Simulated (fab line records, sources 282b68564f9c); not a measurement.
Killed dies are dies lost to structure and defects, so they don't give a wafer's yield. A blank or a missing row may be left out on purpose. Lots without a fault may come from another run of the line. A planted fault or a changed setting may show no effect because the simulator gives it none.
Which tool did it? | flow rit_cmos | 13 lots, 39 wafers sampled, at 2 steps of a route of 202

WHAT THE GAUGES READ, wafer by wafer
The record holds no reading of a measuring or inspecting step that can be judged against a usual standard deviation.

WHICH TOOL RAN EACH LOT (tool, then ch and the chambers of the sampled wafers, then the start)
lot  | RIT_CONTACT_CVD_00             | RIT_M1_PROBE_99
L146 | pecvd-01 ch 0,1,2, day 3 11:46 | prober-02, day 3 18:29
L148 | pecvd-01 ch 1,2, day 3 17:53   | prober-02, day 4 01:41
L149 | pecvd-03 ch 0,1,2, day 3 23:10 | prober-01, day 4 06:16
L151 | pecvd-01 ch 0,1,2, day 4 11:11 | prober-01, day 4 17:32
L153 | pecvd-04 ch 1,2, day 4 23:12   | prober-01, day 5 05:50
L154 | pecvd-01 ch 1,2, day 5 04:10   | prober-02, day 5 10:52
L155 | pecvd-03 ch 0,1,2, day 5 07:25 | prober-01, day 5 14:29
L156 | pecvd-04 ch 0,1,2, day 5 12:32 | prober-02, day 5 19:52
L160 | pecvd-01 ch 0,2, day 6 06:08   | prober-02, day 6 12:32
L162 | pecvd-04 ch 0,1,2, day 6 16:06 | prober-02, day 6 22:38
L164 | pecvd-03 ch 0,1, day 7 00:40   | prober-02, day 7 07:18
L165 | pecvd-04 ch 0,1,2, day 7 06:17 | prober-01, day 7 12:34
L167 | pecvd-03 ch 1,2, day 7 16:11   | prober-01, day 7 22:34
- RIT_CONTACT_CVD_00: deposits SiO2 from TEOS, target thk 400 nm, time 61 s.
- RIT_M1_PROBE_99

WHAT THE TOOLS THEMSELVES READ (means of the sampled wafers that have a number; where no wafer has one, the mark that the record gives instead)
RIT_CONTACT_CVD_00.
lot  | tool     | heater_power_w (W)
L146 | pecvd-01 | 304
L148 | pecvd-01 | 298
L149 | pecvd-03 | 310
L151 | pecvd-01 | 285
L153 | pecvd-04 | 414
L154 | pecvd-01 | 289
L155 | pecvd-03 | 320
L156 | pecvd-04 | 359
L160 | pecvd-01 | 317
L162 | pecvd-04 | 379
L164 | pecvd-03 | 289
L165 | pecvd-04 | 382
L167 | pecvd-03 | 321

RIT_M1_PROBE_99.
lot  | tool      | killed_at_contacts | killed_at_front_end | killed_dies | killed_on_rim | killed_open | killed_short
L146 | prober-02 | 0.3                | 11.0                | 11.3        | 4.3           | 7.0         | 3.7
L148 | prober-02 | 0.3                | 6.7                 | 7.0         | 2.3           | 5.0         | 2.0
L149 | prober-01 | 0.0                | 6.7                 | 6.7         | 1.0           | 2.3         | 4.3
L151 | prober-01 | 0.0                | 4.3                 | 4.3         | 1.3           | 2.0         | 2.3
L153 | prober-01 | 0.0                | 4.7                 | 4.7         | 1.7           | 2.7         | 2.0
L154 | prober-02 | 0.3                | 5.0                 | 5.3         | 1.7           | 2.7         | 2.7
L155 | prober-01 | 0.0                | 8.3                 | 8.3         | 2.3           | 2.0         | 6.3
L156 | prober-02 | 0.0                | 5.7                 | 5.7         | 2.0           | 3.0         | 2.7
L160 | prober-02 | 1.7                | 4.7                 | 6.3         | 1.3           | 2.3         | 2.3
L162 | prober-02 | 0.0                | 8.3                 | 8.3         | 1.7           | 2.0         | 6.3
L164 | prober-02 | 0.0                | 6.3                 | 6.3         | 1.7           | 3.3         | 3.0
L165 | prober-01 | 0.0                | 6.3                 | 6.3         | 3.3           | 2.7         | 3.7
L167 | prober-01 | 0.0                | 5.7                 | 5.7         | 2.7           | 1.0         | 4.7

THE ANSWER, worked out from the rows above alone
Rule: what is usual is taken from the lots themselves. Put in order of their means at a reading, lots are off if they are a third of the lots or fewer, leave a main group of 4 or more, and stand apart from it by a gap of 3 or more times the standard deviation of the main group's means; of several such gaps the widest counts. A main group whose means are all the same, to the digits that the tables above print for the reading, isn't used. A lot without any number at a reading at which 4 lots or more have one is off too. The other lots that the step has rows for count as sound. The gauges are gone through in route order, then the tools' own readings, and for those a lot's mean is taken as printed above. The first step at which some lot is off is used, and at that step the reading that is off furthest; a lot without a number counts as furthest.
Off: L160, at RIT_M1_PROBE_99 (killed_at_contacts). The main group: mean 0.1, standard deviation 0.13.
A tool fits if, at that step or a process step before it, it ran every lot that is off, and no sound lot after the first of them. One fits: pecvd-01 at RIT_CONTACT_CVD_00. Its last sound lot is L154 (day 5 04:10), its first lot that is off L160 (day 6 06:08): a fault that began between those two fits.

WHAT THE SIMULATOR HAD PUT IN
Chamber particle source: pecvd-01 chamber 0, from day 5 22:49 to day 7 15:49, at RIT_CONTACT_CVD_00. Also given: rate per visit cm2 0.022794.
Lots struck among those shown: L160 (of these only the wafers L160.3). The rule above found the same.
